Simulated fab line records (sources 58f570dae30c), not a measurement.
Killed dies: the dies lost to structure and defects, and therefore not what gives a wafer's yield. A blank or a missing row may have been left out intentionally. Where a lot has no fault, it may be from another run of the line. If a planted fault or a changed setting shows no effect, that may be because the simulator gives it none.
One fault through the eyes of 2 desks -- flow berkeley cmos170 -- every desk sees just its own numbers, and what lay behind them comes last

THE TOOL OWNER'S DESK: implanter-02
The tool's own readings at UCB170_PLDD_IMPLANT_08, given as means over the sampled wafers that have a number, one for each lot that went through this tool. Marked OUT: a lot whose mean sits more than 4 standard deviations from the usual mean, which makes it out of limits; the brackets give that distance.
Columns: A = tilt deg at UCB170_PLDD_IMPLANT_08, usual 6.995 degrees
lot,first seen here,A
L625,day 7 17:02,6.994
L632,day 8 22:33,10.852 (+99 or more) OUT
L635,day 9 15:29,10.863 (+99 or more) OUT
This desk finds L632, L635 out of limits, L632 being first, at day 8 22:33 (tilt deg at UCB170_PLDD_IMPLANT_08). L625 stayed within limits.

METROLOGY DESK
What the gauges read, lot by lot, whatever tool the lot ran on: means of the sampled wafers that have a number. Marked OUT: a lot whose mean sits more than 4 standard deviations from the usual mean, which makes it out of limits; the brackets give that distance.
Columns: A = PLDD_RS at UCB170_SDANNEAL_RS_MEAS_04, usual 1032.6 ohm/sq
lot,first seen here,A
L623,day 7 16:54,1034.1
L624,day 7 17:13,1030.2
L625,day 8 08:50,1030.3
L626,day 8 09:17,1033.8
L627,day 8 09:27,1032.5
L629,day 8 20:08,1034.9
L631,day 9 09:44,1030.8
L639,day 10 18:55,1034.5
L636,day 10 19:25,1032.0
L637,day 10 19:38,1027.7
L646,day 12 05:53,1032.1
L645,day 12 06:04,1034.6
Result from this desk: across the 12 lots, nothing is out of limits.

ALL TOGETHER
At day 8 22:33, on L632, L635, the tool owner's desk was in a position to raise an alarm.
At the metrology desk, nothing out of limits was observed.
The metrology desk has no number on record for L632, L635.
Every lot named ran UCB170_PLDD_IMPLANT_08 on implanter-02.

WHAT THE SIMULATOR PUT IN
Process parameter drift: implanter-02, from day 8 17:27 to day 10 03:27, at UCB170_PLDD_IMPLANT_08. From 7, the setting tilt deg moved by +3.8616. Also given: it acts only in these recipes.
Lots struck among those shown: L632, L635.
Each desk's first reading out of limits, in hours after the fault started: the tool owner's desk, 5.
